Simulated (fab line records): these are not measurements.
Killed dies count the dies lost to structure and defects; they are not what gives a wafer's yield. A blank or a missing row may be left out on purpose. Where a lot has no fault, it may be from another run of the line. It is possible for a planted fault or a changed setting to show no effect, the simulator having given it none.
One fault through the eyes of 2 desks    flow berkeley_cmos170    what lay behind the numbers comes last; until then each desk has only its own

== TOOL OWNER'S DESK, litho_track-02 ==
The tool's own readings at UCB170_M1_COAT_04 (resist thk 900 nm): means of the sampled wafers that have a number, for each lot that ran on this tool. A lot is out of limits, marked OUT, if its mean lies more than 4 standard deviations from the usual mean; the brackets give that distance.
Columns: A = spin_speed_rpm at UCB170_M1_COAT_04, usual 1500.1 rpm
lot   first seen here  A
L435  day 7 03:00      1500.0
L436  day 7 12:00      1500.2
L445  day 9 05:00      1499.6
L443  day 9 07:00      1467.2 (-30) OUT
L446  day 9 23:00      1466.2 (-31) OUT
Finding of this desk: L443, L446 out of limits; the first was L443 at day 9 07:00, on spin_speed_rpm at UCB170_M1_COAT_04. L435, L436, L445 stayed within limits.

== FROM THE METROLOGY DESK ==
Means of the sampled wafers that have a number, per lot and without regard to the tool the lot ran on: this is what the gauges read. A lot is out of limits, marked OUT, if its mean lies more than 4 standard deviations from the usual mean; the brackets give that distance.
Columns: A = NSD_RS at UCB170_SDANNEAL_RS_MEAS_03, usual 37.26 ohm/sq; B = cd_nm at UCB170_CONTACT_CD_MEAS_15, usual 700.0 nm; C = CONTACT_OVL at UCB170_CONTACT_OVL_MEAS_16, usual -5 nm
lot   first seen here  A      B      C
L435  day 6 19:09      37.20  700.2  -2
L436  day 7 07:11      37.20  700.2  -4
L437  day 7 20:09      37.15  699.7  -6
L441  day 8 07:28      37.34  701.9  -11
L445  day 8 21:59      37.27  700.9  -6
L443  day 8 23:18      37.18  700.1  -13
L446  day 9 14:42      37.27  700.0  -4
L448  day 10 01:19     37.19  701.5  -4
L447  day 10 01:38     37.39  698.6  -4
L450  day 10 02:07     37.34  698.0  -1
L452  day 10 09:45     37.21  699.5  -6
L449  day 10 11:20     37.21  699.9  -8
L456  day 11 02:56     37.38  700.8  -4
L457  day 11 03:19     37.34  698.5  -6
Finding of this desk: none of the 14 lots has anything out of limits.

== BROUGHT TOGETHER ==
On L443, L446, at day 9 07:00, an alarm was possible from the tool owner's desk.
At the metrology desk, nothing out of limits was observed.
The metrology desk has L443, L446 on record, within its limits.
Of the lots named, all ran UCB170_M1_COAT_04 on litho_track-02.

== WHAT HAD BEEN PUT IN BY THE SIMULATOR ==
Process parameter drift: litho_track-02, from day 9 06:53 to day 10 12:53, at UCB170_M1_COAT_04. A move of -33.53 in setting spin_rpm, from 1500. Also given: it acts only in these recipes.
Lots struck among those shown: L443, L446.
Time in hours from fault onset to the first out-of-limits reading at each desk: the tool owner's desk, 0.
